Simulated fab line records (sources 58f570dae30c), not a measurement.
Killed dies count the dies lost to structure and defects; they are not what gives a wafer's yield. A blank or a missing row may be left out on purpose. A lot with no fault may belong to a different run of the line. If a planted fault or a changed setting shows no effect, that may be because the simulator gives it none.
What tool caused it? -- flow berkeley cmos170 -- 13 lots, 39 wafers sampled, at 3 steps of a route of 331

== WHAT EACH GAUGE READ, for each wafer ==
UCB170_NVT_OVL_MEAS_06. Usual: NVT_OVL -4 nm, standard deviation 7.3.
lot,measured,on,NVT_OVL (nm),flag
L592,day 5 20:00,overlay-01,7 7 1,
L595,day 6 13:27,overlay-02,-12 -10 -14,
L596,day 6 13:38,overlay-02,-3 9 8,
L594,day 6 13:44,overlay-01,5 6 3,
L597,day 7 02:38,overlay-02,- - -,OFF
L603,day 8 03:27,overlay-02,-12 -7 -7,
L606,day 9 01:10,overlay-01,-5 -6 -5,
L607,day 9 01:27,overlay-01,6 11 -4,
L610,day 9 07:23,overlay-01,1 -11 -5,
L609,day 9 07:26,overlay-02,-11 -12 -13,
L608,day 9 07:40,overlay-01,-4 -4 -7,
L612,day 10 10:56,overlay-02,2 8 -2,
L614,day 10 14:48,overlay-01,-21 -15 -2,

UCB170_NVT_TW_MEAS_09. Usual: NVT_TW 528, standard deviation 5.
lot,measured,on,NVT_TW,flag
L592,day 5 20:17,film metro-02,527 524 526,
L595,day 6 13:44,film metro-04,532 534 533,
L596,day 6 13:55,film metro-03,524 524 526,
L594,day 6 14:01,film metro-03,527 523 525,
L597,day 7 02:56,film metro-03,30 30 30,OFF
L603,day 8 03:44,film metro-04,534 532 534,
L606,day 9 01:28,film metro-03,528 527 528,
L607,day 9 01:44,film metro-03,525 528 528,
L610,day 9 07:40,film metro-02,519 519 523,
L609,day 9 07:44,film metro-03,526 527 529,
L608,day 9 07:57,film metro-02,520 521 519,
L612,day 10 11:14,film metro-04,535 533 538,
L614,day 10 15:05,film metro-02,520 519 519,

== WHAT TOOL EACH LOT RAN ON (gives the tool, then ch and the chambers of the sampled wafers, and finally the start) ==
lot,UCB170_NVT_EXPOSE_03
L592,"krf scanner-01 ch 0, day 5 19:35"
L595,"krf scanner-02 ch 0, day 6 12:43"
L596,"krf scanner-02 ch 0, day 6 12:52"
L594,"krf scanner-01 ch 0, day 6 13:19"
L597,"krf scanner-02 ch 0, day 7 02:16"
L603,"krf scanner-01 ch 0, day 8 02:43"
L606,"krf scanner-01 ch 0, day 9 00:18"
L607,"krf scanner-02 ch 0, day 9 00:34"
L610,"krf scanner-02 ch 0, day 9 06:35"
L609,"krf scanner-01 ch 0, day 9 06:50"
L608,"krf scanner-01 ch 0, day 9 06:58"
L612,"krf scanner-02 ch 0, day 10 09:52"
L614,"krf scanner-02 ch 0, day 10 14:25"
- UCB170_NVT_EXPOSE_03: exposes mask PWELL, target cd 3000 nm.

== AS READ BY THE TOOLS THEMSELVES (means over the sampled wafers that have a number; for cases with no such wafer, the mark the record gives instead) ==
UCB170_NVT_EXPOSE_03. Usual: focus offset nm reads 0.0 nm (standard deviation 0.5).
lot,tool,focus offset nm (nm),flag
L592,krf scanner-01,-0.1,
L595,krf scanner-02,-0.1,
L596,krf scanner-02,0.5,
L594,krf scanner-01,-0.1,
L597,krf scanner-02,0.2,
L603,krf scanner-01,-0.4,
L606,krf scanner-01,-0.7,
L607,krf scanner-02,-0.6,
L610,krf scanner-02,0.2,
L609,krf scanner-01,-0.3,
L608,krf scanner-01,0.3,
L612,krf scanner-02,0.5,
L614,krf scanner-02,0.9,

== THE ANSWER, worked out from the rows above alone ==
Rule: lot off if the mean of its wafers having a number is beyond 3 standard deviations from the usual mean. Also off: a lot with no number at a reading for which 4 or more lots have one. Where the step has rows for the other lots, those lots are counted as sound. The gauges are gone through in route order, then the tools' own readings, and for those a lot's mean is taken as printed above. At the first step where some lot is off, the reading lying furthest off is the one used; lots without a number count as furthest.
Off: L597, seen at UCB170_NVT_OVL_MEAS_06 (NVT_OVL). Without a number there: L597.
A tool fits if, at a process step before that reading, it ran every lot that is off, and no sound lot after the first of them. Not tried: the gauges at UCB170_NVT_OVL_MEAS_06; whatever is off there is also off at UCB170_NVT_TW_MEAS_09, on other tools, and gauge error can't account for it. Of those tried, none fits.

== WHAT THE SIMULATOR HAD PUT IN ==
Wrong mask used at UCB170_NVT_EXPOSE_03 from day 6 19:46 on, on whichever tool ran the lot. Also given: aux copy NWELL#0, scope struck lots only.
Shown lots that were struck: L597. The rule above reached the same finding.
